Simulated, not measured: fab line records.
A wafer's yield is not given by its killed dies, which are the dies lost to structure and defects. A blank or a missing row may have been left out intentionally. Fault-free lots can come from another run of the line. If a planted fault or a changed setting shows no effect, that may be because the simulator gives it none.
Chamber matching    flow berkeleyCmos170    UCB170_GATE_ETCH_15 on rieSi-02 has 4 sister chambers
The step etches poly-Si in HBr/Cl2, stops on SiO2, time 56.3 s, target depth 278.2 nm. 14 wafers are shown with their chamber, then 7 later ones without.

== WAFERS PAIRED WITH THEIR CHAMBERS ==
wafer   chamber  drypumpMotorCurrentA (A)  throttleValvePct (%)  oesProductAu (a.u.)
L831.1  3        5.8                       26.65                 0.840
L831.3  2        5.7                       26.46                 0.828
L831.4  0        5.9                       26.55                 0.832
L832.2  2        5.7                       26.48                 0.838
L832.4  3        5.8                       26.64                 0.860
L832.6  1        6.5                       26.49                 0.832
L834.1  0        5.9                       26.55                 0.839
L834.4  2        5.7                       26.49                 0.835
L834.5  0        5.9                       26.53                 0.824
L840.1  0        5.9                       26.56                 0.838
L840.5  0        5.9                       26.56                 0.832
L840.6  1        6.5                       26.47                 0.822
L848.3  2        5.6                       26.56                 0.829
L848.4  0        5.9                       26.55                 0.845

SIGNATURES (averages over the wafers above)
reading               chamber 0  chamber 1  chamber 2  chamber 3  scatter within a chamber
drypumpMotorCurrentA  5.900      6.500      5.675      5.800      0.0274
throttleValvePct      26.5500    26.4800    26.4975    26.6450    0.0255
oesProductAu          0.83500    0.82700    0.83250    0.85000    0.00764
Rule: a wafer's distance from a chamber is the root of the sum, over the readings, of the square of ((its reading less the chamber's mean) divided by the reading's scatter). If the next closest chamber is less than 2 further off than the closest, the wafer can't be placed; otherwise it belongs to the closest. The scatter is the square root of a quotient: the sum, over the shown wafers, of each reading's squared deviation from its chamber's mean, divided by wafers minus chambers.

== WAFERS WITH NO CHAMBER GIVEN ==
wafer   drypumpMotorCurrentA (A)  throttleValvePct (%)  oesProductAu (a.u.)
L848.6  5.9                       26.57                 0.839
L850.2  5.8                       26.63                 0.843
L850.4  5.9                       26.56                 0.825
L850.5  6.5                       26.46                 0.807
L851.1  6.5                       26.49                 0.823
L851.2  5.9                       26.56                 0.832
L851.3  5.8                       26.63                 0.844

== WHICH CHAMBER EACH ONE RAN IN ==
wafer   from the rows above  in truth
L848.6  0                    0
L850.2  3                    3
L850.4  0                    0
L850.5  1                    1
L851.1  1                    1
L851.2  0                    0
L851.3  3                    3
Placed correctly: 7 of 7. Left unplaced by these rows: 0. 0 placed wrongly.
